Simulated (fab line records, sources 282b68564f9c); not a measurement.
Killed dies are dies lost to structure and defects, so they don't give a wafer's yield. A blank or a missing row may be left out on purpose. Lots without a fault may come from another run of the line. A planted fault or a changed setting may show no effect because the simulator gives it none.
fab line records | flow rit_cmos
record lots=6 wafers=18 last_day=7
route steps=202 shown CONTACT@176 M1@184
lots that met no fault: from a run of the same line without faults
start_h: hours from the record's first day to the start of the lot's first wafer shown | wait_h: hours since the lot's step before | " the same as in the row above | L1.1+2: a row that stands for several wafers | - no value, or no start given | * or withheld: withheld | < > ~ a bound
route shown NAME@n: a module of which the file shows steps, and the number in the route of the first | usual: mean/standard deviation of fault-free wafers | same: alike in all rows | chamber/n: place in a boat | sites: the reading at each site | _std_site: their standard deviation | _edge_site: outer sites' mean less inner sites' | radius_mm: how far each site lies from the wafer's centre | mask NAME#n: copy n | behind: the tool/chamber that last shaped the wafer | hold: why the lot was held/for how many hours/how that ended | device: the transistor (n, p or np) that didn't switch | end of line: the same wafers' tests at the end of the route | a step without rows: its recipe alone | killed: dies lost to structure and defects at the first sort, not the wafer's yield | map: a wafer's dies, x killed, . not, _ none there
set.NAME: the setting as run; set.NAME@STEP: as run at that earlier step | model.NAME: the simulator's own value behind a step, which no gauge read
lots at some steps of the route; a table a step, a row a wafer
services: from which hour (start_h, from the record's first day; less than 0 if before it) a tool's chamber was out of use, for how many hours, and why
## steps
# step RIT_CONTACT_CD_MEAS_08
# recipe target_cd_nm=1000
# usual cd_nm=999.4/2.2
# columns lot.wafer tool chamber start_h wait_h cd_nm
L723.2 cd_sem-01 - 70.83 - 1001.6
L723.5 " - " " 1002.1
L723.6 " - " " 1001.9
L727.2 cd_sem-01 - 87.22 - 994.5
L727.3 " - " " 995.1
L727.6 " - " " 994.8
L728.1 cd_sem-02 - 96.16 - 1004.3
L728.2 " - " " 1002.8
L728.5 " - " " 1004.4
L738.1 cd_sem-02 - 147.29 - 1000.6
L738.3 " - " " 1000.1
L738.4 " - " " 1000.5
L739.1 cd_sem-02 - 149.27 - 999.1
L739.2 " - " " 1003.2
L739.3 " - " " 1001.7
L742.1 cd_sem-02 - 168.62 - 999.3
L742.2 " - " " 1000.1
L742.3 " - " " 998.9
# step RIT_CONTACT_OVL_MEAS_09
# usual CONTACT_OVL=-0.3/1.3
# columns lot.wafer tool chamber start_h wait_h CONTACT_OVL[nm]
L723.2 overlay-02 - 70.93 0.1 0.9
L723.5 " - " " -1.4
L723.6 " - " " -0.6
L727.2 overlay-02 - 87.32 0.1 1.7
L727.3 " - " " 1.6
L727.6 " - " " 0.9
L728.1 overlay-02 - 96.28 0.1 -1.7
L728.2 " - " " -0.2
L728.5 " - " " -1.0
L738.1 overlay-02 - 147.41 0.1 -0.1
L738.3 " - " " -0.5
L738.4 " - " " 1.2
L739.1 overlay-02 - 149.39 0.1 2.2
L739.2 " - " " 2.7
L739.3 " - " " 4.2
L742.1 overlay-01 - 168.74 0.1 -0.2
L742.2 " - " " -0.4
L742.3 " - " " -2.0
# step RIT_CONTACT_HARDBAKE_10
# recipe resist=NOVOLAK temp_c=140 time_s=60
# step RIT_CONTACT_ETCH_11
# recipe target_depth_a=4800 over_etch_frac=0.2 stop_on=TiSi2 chemistry=CHF3/CF4/Ar target=SiO2 CHF3_flow_sccm=50 cf4_flow_sccm=10 Ar_flow_sccm=100 O2_flow_sccm=5 pressure_mtorr=100 rf_w=200 time_s=320
# usual chamber_pressure_mTorr=100.01/0.099 drypump_motor_current_A=5.6/0.54 oes_product_au=0.994/0.01 throttle_valve_pct=8.81/0.14
# same over_etch_frac=0.2
# columns lot.wafer tool chamber start_h wait_h chamber_pressure_mTorr drypump_motor_current_A oes_product_au rf_hours_counter_h throttle_valve_pct
L723.2 rie_diel-03 3 71.11 0.1 100.12 5.8 0.997 119 8.60
L723.5 " 1 " " 100.16 5.0 0.993 - 8.84
L723.6 " 0 " " 100.02 4.9 1.011 - 9.07
L727.2 rie_diel-02 3 87.50 0.1 99.90 5.1 0.993 9 8.69
L727.3 " 0 " " 100.10 5.7 0.980 90 8.75
L727.6 " 0 " " 99.97 5.7 0.976 - 8.75
L728.1 rie_diel-02 0 96.46 0.1 100.02 5.8 0.979 90 8.75
L728.2 " 2 " " 100.04 5.5 0.991 50 8.88
L728.5 " 2 " " 99.91 5.5 0.993 - 8.89
L738.1 rie_diel-03 3 147.59 0.1 100.15 5.8 0.989 121 8.60
L738.3 " 2 " " 99.97 5.1 0.986 42 8.78
L738.4 " 1 " " 99.95 5.0 0.994 136 8.82
L739.1 rie_diel-01 1 149.58 0.1 99.98 6.1 0.997 149 8.98
L739.2 " 0 " " 100.02 6.2 0.983 144 8.93
L739.3 " 2 " " 99.91 6.3 0.990 0 8.68
L742.1 rie_diel-03 2 168.93 0.1 100.20 5.1 0.980 43 8.78
L742.2 " 0 " " 100.01 4.8 1.011 15 9.08
L742.3 " 3 " " 99.98 5.8 0.999 121 8.60
# step RIT_CONTACT_STRIP_12
# recipe chemistry=O2 time_s=180 resist=NOVOLAK platen_temp_c=withheld power_w=500 pressure_mtorr=4000 o2_flow_sccm=4000
# usual chamber_pressure_mTorr=4000/3.4 drypump_motor_current_A=5.6/0.41
# columns lot.wafer tool chamber start_h wait_h chamber_pressure_mTorr drypump_motor_current_A rf_hours_counter_h
L723.2 plasma_asher-04 0 71.31 0.1 3997 5.3 42
L723.5 " 1 " " 4002 6.1 -
L723.6 " 0 " " 4001 5.3 -
L727.2 plasma_asher-04 1 87.70 0.1 3999 6.1 44
L727.3 " 1 " " 4005 6.1 -
L727.6 " 1 " " 4004 6.1 -
L728.1 plasma_asher-04 1 96.66 0.1 4006 6.0 45
L728.2 " 0 " " 4001 5.3 45
L728.5 " 1 " " 4003 6.0 -
L738.1 plasma_asher-02 0 147.79 0.1 4001 6.2 3
L738.3 " 1 " " 4004 5.3 -
L738.4 " 0 " " 4010 6.2 -
L739.1 plasma_asher-02 0 149.77 0.1 4001 6.2 3
L739.2 " 1 " " 3998 5.3 3
L739.3 " 0 " " 4001 6.2 -
L742.1 plasma_asher-02 1 169.12 0.1 3999 5.3 5
L742.2 " 0 " " 4002 6.2 5
L742.3 " 1 " " 3994 5.3 -
# step RIT_CONTACT_CD_MEAS_90
# recipe target_cd_nm=1000
# usual cd_nm=999.3/2.2
# columns lot.wafer tool chamber start_h wait_h cd_nm
L723.2 cd_sem-02 - 71.50 0.1 1002.0
L723.5 " - " " 1002.2
L723.6 " - " " 1002.5
L727.2 cd_sem-02 - 87.89 0.1 995.2
L727.3 " - " " 994.8
L727.6 " - " " 994.7
L728.1 cd_sem-01 - 96.83 0.1 1004.1
L728.2 " - " " 1002.3
L728.5 " - " " 1004.1
L738.1 cd_sem-01 - 147.96 0.1 1000.8
L738.3 " - " " 999.7
L738.4 " - " " 1000.0
L739.1 cd_sem-02 - 149.95 0.1 999.3
L739.2 " - " " 1003.5
L739.3 " - " " 1001.1
L742.1 cd_sem-01 - 169.30 0.1 998.9
L742.2 " - " " 1000.0
L742.3 " - " " 999.4
# step RIT_CONTACT_CLEAN_13
# recipe chemistry=SC1 mix=3:3:50 time_s=600 temp_c=75
# step RIT_CONTACT_CLEAN_14
# recipe chemistry=SC2 mix=3:3:50 time_s=600 temp_c=75 dry=n2_spin
# step RIT_M1_SPUTTER_00
# recipe material=Al target_thk_nm=400 power_w=2000 chamber_pressure_pa=0.4 gas=Ar time_s=500 substrate_temp_c=25
# usual throttle_valve_pct=29.9/0.89
# columns lot.wafer tool chamber start_h wait_h throttle_valve_pct
L723.2 pvd_sputter-01 - 71.97 0.0 30.8
L723.5 " - " " 28.7
L723.6 " - " " 30.2
L727.2 pvd_sputter-01 - 88.55 0.0 30.5
L727.3 " - " " 30.2
L727.6 " - " " 30.3
L728.1 pvd_sputter-04 - 97.32 0.0 29.1
L728.2 " - " " 31.2
L728.5 " - " " 29.1
L738.1 pvd_sputter-04 - 148.45 0.0 28.9
L738.3 " - " " 31.2
L738.4 " - " " 30.2
L739.1 pvd_sputter-01 - 150.43 0.0 30.6
L739.2 " - " " 30.1
L739.3 " - " " 28.8
L742.1 pvd_sputter-04 - 169.77 0.0 31.0
L742.2 " - " " 30.2
L742.3 " - " " 29.1
# step RIT_M1_RS_MEAS_01
# recipe thk_meas_gauge=four-point-probe reads=Al_of_M1_SPUTTER_00
# usual M1_AL_RS=0.0729/0.00083
# columns lot.wafer tool chamber start_h wait_h M1_AL_RS[ohm/sq]
L723.2 film_metro-02 - 72.28 0.2 0.0732
L723.5 " - " " 0.0733
L723.6 " - " " 0.0737
L727.2 film_metro-04 - 88.86 0.2 0.0737
L727.3 " - " " 0.0742
L727.6 " - " " 0.0737
L728.1 film_metro-04 - 97.61 0.1 0.0736
L728.2 " - " " 0.0738
L728.5 " - " " 0.0733
L738.1 film_metro-02 - 148.74 0.1 0.0724
L738.3 " - " " 0.0726
L738.4 " - " " 0.0731
L739.1 film_metro-01 - 150.73 0.1 0.0734
L739.2 " - " " 0.0738
L739.3 " - " " 0.0739
L742.1 film_metro-04 - 170.06 0.1 0.0717
L742.2 " - " " 0.0722
L742.3 " - " " 0.0719
# step RIT_M1_THK_MEAS_02
# recipe thk_meas_gauge=xrf reads=Al_of_M1_SPUTTER_00
# usual M1_AL_THK=401/6
# columns lot.wafer tool chamber start_h wait_h M1_AL_THK[nm]
L723.2 film_metro-02 - 72.39 0.1 401
L723.5 " - " " 403
L723.6 " - " " 401
L727.2 film_metro-04 - 88.97 0.1 395
L727.3 " - " " 394
L727.6 " - " " 396
L728.1 film_metro-04 - 97.73 0.1 395
L728.2 " - " " 396
L728.5 " - " " 394
L738.1 film_metro-02 - 148.86 0.1 407
L738.3 " - " " 407
L738.4 " - " " 403
L739.1 film_metro-01 - 150.85 0.1 393
L739.2 " - " " 396
L739.3 " - " " 395
L742.1 film_metro-04 - 170.18 0.1 405
L742.2 " - " " 404
L742.3 " - " " 404
# step RIT_M1_HMDS_03
# recipe prime_time_s=60 prime_temp_c=140
# step RIT_M1_COAT_04
# recipe resist=NOVOLAK spin_rpm=2000 resist_thk_nm=1300
# usual chill_plate_temp_C=23.01/0.093 dispense_pressure_kPa=53/4.1
# columns lot.wafer tool chamber start_h wait_h chill_plate_temp_C dispense_pressure_kPa
L723.2 litho_track-02 0 72.67 0.1 23.03 57
L723.5 " 0 " " 22.94 57
L723.6 " 0 " " 22.94 57
L727.2 litho_track-04 - 89.20 0.1 - -
L727.3 " - " " - -
L727.6 " - " " - -
L728.1 litho_track-02 - 97.94 0.1 - -
L728.2 " - " " - -
L728.5 " - " " - -
L738.1 litho_track-02 0 149.07 0.1 22.99 57
L738.3 " 0 " " 22.76 57
L738.4 " 0 " " 23.01 57
L739.1 litho_track-02 0 151.06 0.1 22.99 57
L739.2 " 0 " " 22.98 57
L739.3 " 0 " " 22.92 57
L742.1 litho_track-02 0 170.39 0.1 23.07 57
L742.2 " 0 " " 23.07 57
L742.3 " 0 " " 23.12 57
# step RIT_M1_SOFTBAKE_05
# recipe resist=NOVOLAK temp_c=90 time_s=60
# step RIT_M1_EXPOSE_06
# recipe mask_id=M12 na=0.6 source_shape=conventional sigma_outer=0.5 target_cd_nm=2600 dose_mj=250
# step RIT_M1_PEB_07
# recipe resist=NOVOLAK temp_c=withheld time_s=withheld
# step RIT_M1_DEVELOP_08
# recipe resist=NOVOLAK develop_time_s=68 dev_temp_c=23
# step RIT_M1_CD_MEAS_09
# recipe target_cd_nm=2600
# usual cd_nm=2600.4/2.4
# columns lot.wafer tool chamber start_h wait_h cd_nm
L723.2 cd_sem-02 - 73.39 - 2602.6
L723.5 " - " " 2600.7
L723.6 " - " " 2602.8
L727.2 cd_sem-01 - 89.92 - -
L727.3 " - " " -
L727.6 " - " " -
L728.1 cd_sem-02 - 98.80 - -
L728.2 " - " " -
L728.5 " - " " -
L738.1 cd_sem-01 - 149.89 - 2598.9
L738.3 " - " " 2598.0
L738.4 " - " " 2596.2
L739.1 cd_sem-02 - 151.91 - 2603.8
L739.2 " - " " 2606.2
L739.3 " - " " 2603.2
L742.1 cd_sem-02 - 171.24 - 2604.9
L742.2 " - " " 2602.8
L742.3 " - " " 2605.5
# step RIT_M1_OVL_MEAS_10
# usual M1_OVL=-1.1/1.4
# columns lot.wafer tool chamber start_h wait_h M1_OVL[nm]
L723.2 overlay-02 - 73.50 0.1 -0.8
L723.5 " - " " -0.8
L723.6 " - " " -1.7
L727.2 overlay-01 - 90.03 0.1 -
L727.3 " - " " -
L727.6 " - " " -
L728.1 overlay-02 - 98.92 0.1 -
L728.2 " - " " -
L728.5 " - " " -
L738.1 overlay-02 - 150.01 0.1 -0.8
L738.3 " - " " -0.8
L738.4 " - " " -2.3
L739.1 overlay-01 - 152.03 0.1 -0.8
L739.2 " - " " -1.7
L739.3 " - " " -1.8
L742.1 overlay-02 - 171.36 0.1 1.4
L742.2 " - " " 0.5
L742.3 " - " " -0.2
# step RIT_M1_PROBE_99
# usual defect_limited_yield=97.4/1.2 killed_at_M0_to_M3=0.0/0.18 killed_at_front_end=7/3 killed_dies=7/3.1 killed_on_rim=1.9/1.5 killed_open=3.3/1.8 killed_short=3.6/2 sort_bin_3_pad_short=0.1/0.22 sort_bin_5_function=1.4/0.84 sort_bin_6_memory=1.0/0.67 sort_n_pass=257/3.1 sort_yield_pct=97.4/1.2
# same gross_dies=264 killed_at_M4_up=0 killed_at_back_side=0 killed_at_contacts=0 killed_at_other=0
# columns lot.wafer tool chamber start_h wait_h defect_limited_yield[%] killed_at_M0_to_M3 killed_at_front_end killed_dies killed_on_rim killed_open killed_short sort_bin_3_pad_short[%] sort_bin_5_function[%] sort_bin_6_memory[%] sort_n_pass sort_yield_pct[%]
L723.2 prober-02 - 76.08 0.1 97.7 0 6 6 2 5 1 0 1.1 1.1 258 97.7
L723.5 prober-02 - 76.23 0.2 94.7 0 14 14 4 5 9 0.4 1.9 3.0 250 94.7
L723.6 prober-02 - 76.28 0.2 98.1 0 5 5 1 2 3 0.4 1.1 0.4 259 98.1
L727.2 prober-02 - 92.61 0.1 0 258 6 264 70 2 4 0.4 98.5 1.1 0 0
L727.3 prober-02 - 92.66 0.2 0 258 6 264 70 5 1 0 99.2 0.8 0 0
L727.6 prober-02 - 92.81 0.2 0 258 6 264 70 4 2 0 99.2 0.8 0 0
L728.1 prober-01 - 101.63 0.1 0 262 2 264 70 1 1 0 100.0 0 0 0
L728.2 prober-01 - 101.68 0.1 0 255 9 264 70 4 5 0 97.7 2.3 0 0
L728.5 prober-01 - 101.83 0.2 0 257 7 264 70 4 3 0.4 97.7 1.9 0 0
L739.1 prober-02 - 154.59 0.1 97.3 0 7 7 4 1 6 0.4 1.1 1.1 257 97.3
L739.2 prober-02 - 154.64 0.1 98.1 0 5 5 1 4 1 0 1.5 0.4 259 98.1
L739.3 prober-02 - 154.69 0.2 98.1 1 4 5 0 2 3 0 0.8 1.1 259 98.1
# killed by level:class
L723.2 GATE:geometric_particle:open=3 REOX:geometric_particle:open=1 SILICIDE:geometric_particle:short=1 SILICIDE:geometric_particle:open=1
L723.5 GATE:geometric_particle:short=4 REOX:geometric_particle:short=2 SPACER:geometric_particle:open=2 SILICIDE:geometric_particle:short=2 FOX1:geometric_particle:short=1 FOX1:geometric_particle:open=1 FOX2:geometric_particle:open=1 SILICIDE:geometric_particle:open=1
L723.6 GATE:geometric_particle:short=2 GATE:geometric_particle:open=1 SPACER:geometric_particle:open=1 SILICIDE:geometric_particle:short=1
L727.2 M1:area_expose=258 GATE:geometric_particle:short=2 FOX2:geometric_particle:short=1 GATE:geometric_particle:open=1 REOX:geometric_particle:short=1 SPACER:geometric_particle:open=1
L727.3 M1:area_expose=258 GATE:geometric_particle:open=4 FOX1:geometric_particle:short=1 SPACER:geometric_particle:open=1
L727.6 M1:area_expose=258 REOX:geometric_particle:open=3 FOX1:geometric_particle:open=1 GATE:geometric_particle:short=1 REOX:geometric_particle:short=1
L728.1 M1:area_expose=262 FOX1:geometric_particle:open=1 SILICIDE:geometric_particle:short=1
L728.2 M1:area_expose=255 GATE:geometric_particle:open=3 GATE:geometric_particle:short=3 REOX:geometric_particle:open=1 SPACER:geometric_particle:short=1 SILICIDE:geometric_particle:short=1
L728.5 M1:area_expose=257 GATE:geometric_particle:open=3 FOX1:geometric_particle:open=1 FOX1:geometric_particle:short=1 GATE:geometric_particle:short=1 REOX:geometric_particle:short=1
L739.1 FOX1:geometric_particle:short=3 GATE:geometric_particle:short=2 GATE:geometric_particle:open=1 SILICIDE:geometric_particle:short=1
L739.2 SILICIDE:geometric_particle:open=2 FOX1:geometric_particle:open=1 GATE:geometric_particle:open=1 SILICIDE:geometric_particle:short=1
L739.3 FOX1:geometric_particle:open=2 GATE:geometric_particle:short=2 M1:geometric_particle:short=1
# map L727.2 (x killed, . not)
________xxxxxxx_______
_____xxxxxxxxxxxxx____
____xxxxxxxxxxxxxxx___
___xxxxxxxxxxxxxxxxx__
__xxxxxxxxxxxxxxxxxxx_
__xxxxxxxxxxxxxxxxxxx_
_xxxxxxxxxxxxxxxxxxxxx
_xxxxxxxxxxxxxxxxxxxxx
_xxxxxxxxxxxxxxxxxxxxx
_xxxxxxxxxxxxxxxxxxxxx
__xxxxxxxxxxxxxxxxxxx_
__xxxxxxxxxxxxxxxxxxx_
___xxxxxxxxxxxxxxxxx__
____xxxxxxxxxxxxxxx___
_____xxxxxxxxxxxxx____
________xxxxxxx_______
# map L728.1 (x killed, . not)
________xxxxxxx_______
_____xxxxxxxxxxxxx____
____xxxxxxxxxxxxxxx___
___xxxxxxxxxxxxxxxxx__
__xxxxxxxxxxxxxxxxxxx_
__xxxxxxxxxxxxxxxxxxx_
_xxxxxxxxxxxxxxxxxxxxx
_xxxxxxxxxxxxxxxxxxxxx
_xxxxxxxxxxxxxxxxxxxxx
_xxxxxxxxxxxxxxxxxxxxx
__xxxxxxxxxxxxxxxxxxx_
__xxxxxxxxxxxxxxxxxxx_
___xxxxxxxxxxxxxxxxx__
____xxxxxxxxxxxxxxx___
_____xxxxxxxxxxxxx____
________xxxxxxx_______
## services
# columns tool chamber start_h hours kind
rie_diel-03 0 65.07 4.6 repair
plasma_asher-04 - 66.74 3.4 repair
rie_diel-02 1 77.01 33.7 repair
rie_diel-02 0 105.67 10.8 repair
plasma_asher-02 - 108.75 9.0 pm
plasma_asher-02 0 108.75 9.0 vent_cycle
plasma_asher-02 1 108.75 9.0 vent_cycle
rie_diel-01 2 117.40 - clean
rie_diel-01 2 117.40 20.2 scheduled_down
rie_diel-01 2 117.40 20.2 vent_cycle
plasma_asher-02 0 117.75 - clean
plasma_asher-02 1 117.75 - clean
rie_diel-02 1 122.31 3.4 repair
plasma_asher-04 - 155.19 0.7 repair
rie_diel-01 1 157.92 - clean
rie_diel-01 1 157.92 17.2 scheduled_down
rie_diel-01 1 157.92 17.2 vent_cycle
rie_diel-01 0 166.76 6.1 repair
## key
first_sign step=RIT_M1_COAT_04 reading=tool_record direction=missing
effect step=RIT_M1_CD_MEAS_09 reading=cd_nm direction=missing
effect step=RIT_M1_OVL_MEAS_10 reading=M1_OVL direction=missing
effect step=RIT_M1_PROBE_99 reading=killed_at_M0_to_M3 direction=up sigmas=99+ usual=0.0 struck=258
more_kills_born_at RIT_M1_EXPOSE_06@iline_stepper-02=774 RIT_M1_EXPOSE_06@iline_stepper-01=774
met_at RIT_M1_COAT_04
struck_wafers L727.2,L727.3,L727.6,L728.1,L728.2,L728.5
later_rows_left_out L727.2,L727.3,L727.6,L728.1,L728.2,L728.5
onset_between 72.67 89.20
fault kind=skipped_step_whole tool=litho_track-02,litho_track-04 chamber=- onset_h=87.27 steps=RIT_M1_COAT_04 scope=struck_lots_only
# later_rows_left_out: the simulator's readings of these wafers behind a module that went badly wrong aren't trusted and aren't shown, but for the sort
